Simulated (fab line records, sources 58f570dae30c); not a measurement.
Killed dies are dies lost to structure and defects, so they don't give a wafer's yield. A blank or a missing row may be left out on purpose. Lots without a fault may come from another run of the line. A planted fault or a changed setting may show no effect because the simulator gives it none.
Problem report in the 8D (eight disciplines) form, filled by code | flow berkeley_cmos170 | the parts of the form that need people (team, actions taken, sign-off) are left out

1. THE PROBLEM
GATE_POLY_THK at UCB170_GATE_THK_MEAS_05 reads a mean of 235.4 nm on 6 wafers of 2 lots; wafers without a fault read 213.5 nm with a standard deviation of 2.7. That is +8.1 standard deviations from the usual mean.
First seen on wafer L429.1, day 10 08:34, on film_metro-01. The record holds 42 wafers of 14 lots with a number at this step. Rule for "out", or "out of limits": more than 4 standard deviations from the usual mean. The other wafers with a number count as sound.

2. WHAT IT IS AND WHAT IT IS NOT
question                    | is                           | is not
which readings at this step | GATE_POLY_THK                | -
which lots                  | L427, L429                   | L406, L408, L409, L410, L411, L412, L414, L415, L417, L419, L420, L422
which wafers of those lots  | all that have a number       | -
read on which gauges        | film_metro-01, film_metro-04 | film_metro-02
when                        | from day 10 08:34            | up to then (36 sound wafers)

3. SUSPECTS, AND WHAT RULES EACH OUT
Counting: a tool at a process step up to the reading stays a suspect if it ran every lot that is out and no sound lot after the first of them.
- the gauge at UCB170_GATE_THK_MEAS_05: ruled out. The wafers that are out were read on 2 gauges (film_metro-01, film_metro-04).
- lpcvd-02 at UCB170_GATE_CVD_04 (deposits poly-Si from SiH4, time 1440 s, target thk 214 nm): kept. It ran every lot that is out, first L427 (day 10 07:10), and no sound lot after that; its last sound lot up to then is L419 (day 8 21:44).
Left after counting: lpcvd-02 at UCB170_GATE_CVD_04.

4. THE CAUSE (what the simulator had put in)
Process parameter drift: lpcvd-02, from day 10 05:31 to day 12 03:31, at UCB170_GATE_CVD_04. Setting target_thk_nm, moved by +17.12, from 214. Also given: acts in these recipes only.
Counting left only this tool.

5. THE CHAIN OF EFFECTS, in route order
Each row: a reading whose mean over the struck wafers that have a number lies more than 3 standard deviations from the usual. Only readings for which the record gives a usual standard deviation are gone through. hours: the time from each lot's start at the first step in this table that gives one to its start at this step, as a median over the lots. sigmas: the change in usual standard deviations.
hours | step                    | reading        | usual      | on struck wafers | change | sigmas
0     | UCB170_GATE_THK_MEAS_05 | GATE_POLY_THK  | 213.5 nm   | 235.4            | +21.9  | +8.1
7     | UCB170_GATE_ETCH_15     | oes_product_au | 0.826 a.u. | 0.890            | +0.064 | +4.0
The process steps in it:
- UCB170_GATE_ETCH_15: etches poly-Si in HBr/Cl2, stops on SiO2, time 56.3 s, target depth 278.2 nm.

6. WHAT WOULD HAVE CAUGHT IT SOONER
In this record the first reading out of limits at a measuring or inspecting step was taken at day 10 08:34, 3 hours after the fault began at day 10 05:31.
Of the tool readings at UCB170_GATE_CVD_04 for which the record gives a usual standard deviation, none was out on any struck wafer, so an alarm limit of 4 standard deviations on them would not have fired.
All the lots that are out (2) had begun UCB170_GATE_CVD_04 on lpcvd-02 by day 10 08:34. A hold on the tool at that time would have spared none of them.
